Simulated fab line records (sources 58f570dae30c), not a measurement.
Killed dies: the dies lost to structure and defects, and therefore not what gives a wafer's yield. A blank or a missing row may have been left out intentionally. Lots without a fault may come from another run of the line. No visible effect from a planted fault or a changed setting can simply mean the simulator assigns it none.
Which tool did it?	flow berkeley cmos170	15 lots (45 wafers sampled), 1 step of a 331-step route

== WHAT THE GAUGES READ, wafer by wafer ==
No reading from a measuring or inspecting step in the record can be judged against a usual standard deviation.

== WHAT TOOL EACH LOT RAN ON (gives the tool, then ch and the chambers of the sampled wafers, and finally the start) ==
lot	UCB170_NWELL_IMPLANT_14
L306	implanter-04 ch 0, day 2 23:32
L307	implanter-04 ch 0, day 3 08:27
L308	implanter-01 ch 0, day 3 08:42
L309	implanter-03 ch 0, day 3 18:02
L311	implanter-03 ch 0, day 4 04:47
L314	implanter-01 ch 0, day 4 21:13
L315	implanter-03 ch 0, day 4 21:26
L316	implanter-01 ch 0, day 5 06:28
L317	implanter-04 ch 0, day 5 10:30
L318	implanter-01 ch 0, day 5 10:35
L321	implanter-01 ch 0, day 6 01:57
L322	implanter-04 ch 0, day 6 08:34
L323	implanter-04 ch 0, day 6 11:55
L325	implanter-03 ch 0, day 6 19:35
L326	implanter-03 ch 0, day 7 06:13
- UCB170_NWELL_IMPLANT_14

== AS READ BY THE TOOLS THEMSELVES (means over the sampled wafers that have a number; for cases with no such wafer, the mark the record gives instead) ==
UCB170_NWELL_IMPLANT_14.
lot	tool	tilt deg (degrees)
L306	implanter-04	6.986
L307	implanter-04	7.002
L308	implanter-01	6.987
L309	implanter-03	6.993
L311	implanter-03	7.029
L314	implanter-01	6.972
L315	implanter-03	6.998
L316	implanter-01	7.593
L317	implanter-04	6.989
L318	implanter-01	7.550
L321	implanter-01	7.583
L322	implanter-04	6.987
L323	implanter-04	7.001
L325	implanter-03	6.992
L326	implanter-03	7.012

== THE ANSWER, worked out from the rows above alone ==
Rule: the lots themselves supply what counts as usual. The widest of any qualifying gaps counts: lots, ordered by their means at a reading, are off when they make up no more than a third of the lots, leave a main group of 4 or more, and stand apart from it by 3 or more times the standard deviation of that group's means. Not used: any main group whose means are identical at the precision the tables above print for the reading. A lot without any number at a reading at which 4 lots or more have one is off too. All remaining lots with rows at the step are treated as sound. The gauges are gone through in route order, then the tools' own readings, and for those a lot's mean is taken as printed above. The first step at which some lot is off is used, and at that step the reading that is off furthest; a lot without a number counts as furthest.
Off: L316, L318, L321 (UCB170_NWELL_IMPLANT_14, tilt deg). The main group: mean 6.996 degrees, standard deviation 0.014.
If a tool, at that step or one of the process steps before it, ran each lot that is off and ran no sound lot following the first of them, it fits. One fits: implanter-01 at UCB170_NWELL_IMPLANT_14. Its last sound lot is L314 (day 4 21:13), its first lot that is off L316 (day 5 06:28): a fault that began between those two fits.
The tool's own readings at UCB170_NWELL_IMPLANT_14 bear it out: on the lots that are off they differ by more than 5 times the standard deviation of the sound lots' means. tilt deg reads 7.575 degrees there against 6.996 degrees on the sound lots.

== WHAT THE SIMULATOR HAD PUT IN ==
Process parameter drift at UCB170_NWELL_IMPLANT_14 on implanter-01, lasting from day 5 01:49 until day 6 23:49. Setting tilt deg shifted by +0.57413 from 7. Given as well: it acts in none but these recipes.
Shown lots that were struck: L316, L318, L321. Same finding as the rule above.
